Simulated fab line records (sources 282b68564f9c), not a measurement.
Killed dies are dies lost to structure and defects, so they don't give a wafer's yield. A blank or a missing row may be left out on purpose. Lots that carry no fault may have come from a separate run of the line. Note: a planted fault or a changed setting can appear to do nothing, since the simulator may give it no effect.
Chamber matching    flow rit_cmos    rie_diel-03 running RIT_CONTACT_ETCH_11: 4 sister chambers
The step etches SiO2 in CHF3/CF4/Ar, stops on TiSi2, target depth 480 nm, time 320 s. 4 wafers are shown with their chamber, then 7 later ones without.

## WAFERS PAIRED WITH THEIR CHAMBERS
wafer   chamber  throttle_valve_pct (%)
L919.1  2        8.83
L923.2  3        8.93
L926.1  1        9.08
L926.2  0        8.79

## WAFERS MISSING THEIR CHAMBER
wafer   throttle_valve_pct (%)
L926.5  8.79
L932.1  8.78
L932.4  8.84
L932.5  8.82
L936.2  8.84
L936.5  8.84
L936.6  8.93

## WHICH CHAMBER EACH ONE RAN IN
wafer   from the rows above  in truth
L926.5  0                    0
L932.1  0                    0
L932.4  2                    2
L932.5  2                    2
L936.2  2                    2
L936.5  2                    2
L936.6  3                    3
7 of 7 placed correctly. Not placeable from these rows: 0. Wrongly placed: 0.
How it was worked out, from the rows above alone: a wafer's distance from a chamber is the root of the sum, over the readings, of the square of ((its reading less the chamber's mean) divided by the reading's scatter). The wafer belongs to the nearest chamber; if the next one is less than 2 further off, it can't be placed. For every chamber, the mean is computed from those of its wafers that are shown. The scatter: with one shown wafer a chamber, the root of the mean of the squares of how far each hidden wafer lies from its nearest shown one.
